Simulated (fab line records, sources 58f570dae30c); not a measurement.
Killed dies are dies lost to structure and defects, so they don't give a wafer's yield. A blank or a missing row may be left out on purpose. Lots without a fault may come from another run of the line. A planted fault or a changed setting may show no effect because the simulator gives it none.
Which tool did it? | flow berkeley_cmos170 | 15 lots, 45 wafers sampled, at 3 steps of a route of 331

WHAT THE GAUGES READ, wafer by wafer
UCB170_M3_RS_MEAS_02: measures by four-point-probe.
lot  | measured     | on            | M3_AL_RS (ohm/sq)
L412 | day 7 22:14  | film_metro-04 | 0.0319 0.0324 0.0320
L409 | day 7 22:28  | film_metro-03 | 0.0320 0.0325 0.0323
L411 | day 8 02:32  | film_metro-03 | 0.0321 0.0327 0.0328
L414 | day 9 09:10  | film_metro-04 | 0.0324 0.0320 0.0323
L416 | day 9 13:32  | film_metro-02 | 0.0327 0.0327 0.0325
L418 | day 9 13:48  | film_metro-04 | 0.0320 0.0320 0.0322
L422 | day 10 16:52 | film_metro-03 | 0.0324 0.0321 0.0330
L423 | day 10 18:10 | film_metro-04 | 0.0325 0.0318 0.0317
L420 | day 10 19:29 | film_metro-04 | 0.0303 0.0304 0.0304 0.0303 0.0304 0.0304
L424 | day 10 21:14 | film_metro-04 | 0.0301 0.0299 0.0300 0.0300 0.0299 0.0300
L428 | day 11 06:46 | film_metro-03 | 0.0324 0.0328 0.0320
L426 | day 11 08:12 | film_metro-04 | 0.0303 0.0302 0.0304 0.0303 0.0304 0.0304
L429 | day 11 23:34 | film_metro-02 | 0.0322 0.0321 0.0326
L431 | day 12 07:09 | film_metro-03 | 0.0322 0.0325 0.0328
L430 | day 12 09:25 | film_metro-02 | 0.0318 0.0319 0.0318

UCB170_M3_THK_MEAS_03: measures by xrf.
lot  | measured     | on            | M3_AL_THK (nm)
L412 | day 7 22:21  | film_metro-04 | 898 888 895
L409 | day 7 22:35  | film_metro-03 | 908 891 898
L411 | day 8 02:38  | film_metro-03 | 908 891 888
L414 | day 9 09:17  | film_metro-04 | 898 903 889
L416 | day 9 13:39  | film_metro-02 | 870 869 872
L418 | day 9 13:55  | film_metro-04 | 905 901 899
L422 | day 10 16:59 | film_metro-03 | 897 903 879
L423 | day 10 18:17 | film_metro-04 | 880 904 905
L420 | day 11 01:27 | film_metro-04 | 948 938 942 951 946 949
L424 | day 11 02:04 | film_metro-04 | 962 964 964 960 960 958
L428 | day 11 06:53 | film_metro-03 | 894 889 907
L426 | day 11 13:47 | film_metro-04 | 945 952 948 952 952 944
L429 | day 11 23:40 | film_metro-02 | 889 891 876
L431 | day 12 07:16 | film_metro-03 | 897 892 882
L430 | day 12 09:32 | film_metro-02 | 903 895 898

WHICH TOOL RAN EACH LOT (tool, then ch and the chambers of the sampled wafers, then the start)
lot  | UCB170_M3_SPUTTER_01
L412 | pvd_sputter-04, day 7 22:08
L409 | pvd_sputter-02, day 7 22:22
L411 | pvd_sputter-02, day 8 02:25
L414 | pvd_sputter-02, day 9 09:05
L416 | pvd_sputter-01, day 9 13:25
L418 | pvd_sputter-04, day 9 13:42
L422 | pvd_sputter-01, day 10 16:47
L423 | pvd_sputter-04, day 10 18:04
L420 | pvd_sputter-01, day 10 19:23
L424 | pvd_sputter-01, day 10 21:08
L428 | pvd_sputter-04, day 11 06:41
L426 | pvd_sputter-01, day 11 08:06
L429 | pvd_sputter-02, day 11 23:28
L431 | pvd_sputter-04, day 12 07:04
L430 | pvd_sputter-02, day 12 09:13
- UCB170_M3_SPUTTER_01: material Al, target thk 900 nm, time 120 s.

WHAT THE TOOLS THEMSELVES READ (means of the sampled wafers that have a number; where no wafer has one, the mark that the record gives instead)
UCB170_M3_SPUTTER_01.
lot  | tool           | throttle_valve_pct (%)
L412 | pvd_sputter-04 | 29.9
L409 | pvd_sputter-02 | 29.5
L411 | pvd_sputter-02 | 29.9
L414 | pvd_sputter-02 | 29.5
L416 | pvd_sputter-01 | 30.1
L418 | pvd_sputter-04 | 29.6
L422 | pvd_sputter-01 | 29.4
L423 | pvd_sputter-04 | 29.7
L420 | pvd_sputter-01 | 29.7
L424 | pvd_sputter-01 | 30.0
L428 | pvd_sputter-04 | 29.7
L426 | pvd_sputter-01 | 30.1
L429 | pvd_sputter-02 | 30.0
L431 | pvd_sputter-04 | 29.6
L430 | pvd_sputter-02 | 29.7

THE ANSWER, worked out from the rows above alone
Rule: what is usual is taken from the lots themselves. Put in order of their means at a reading, lots are off if they are a third of the lots or fewer, leave a main group of 4 or more, and stand apart from it by a gap of 3 or more times the standard deviation of the main group's means; of several such gaps the widest counts. A main group whose means are all the same, to the digits that the tables above print for the reading, isn't used. A lot without any number at a reading at which 4 lots or more have one is off too. The other lots that the step has rows for count as sound. The gauges are gone through in route order, then the tools' own readings, and for those a lot's mean is taken as printed above. The first step at which some lot is off is used, and at that step the reading that is off furthest; a lot without a number counts as furthest.
Off: L420, L424, L426, at UCB170_M3_RS_MEAS_02 (M3_AL_RS). The main group: mean 0.0323 ohm/sq, standard deviation 0.00023.
A tool fits if, at a process step before that reading, it ran every lot that is off, and no sound lot after the first of them. The gauges at UCB170_M3_RS_MEAS_02 are tried like those tools. Can't be told from this: 2 tools fit, pvd_sputter-01 at UCB170_M3_SPUTTER_01, film_metro-04 at UCB170_M3_RS_MEAS_02.

WHAT THE SIMULATOR HAD PUT IN
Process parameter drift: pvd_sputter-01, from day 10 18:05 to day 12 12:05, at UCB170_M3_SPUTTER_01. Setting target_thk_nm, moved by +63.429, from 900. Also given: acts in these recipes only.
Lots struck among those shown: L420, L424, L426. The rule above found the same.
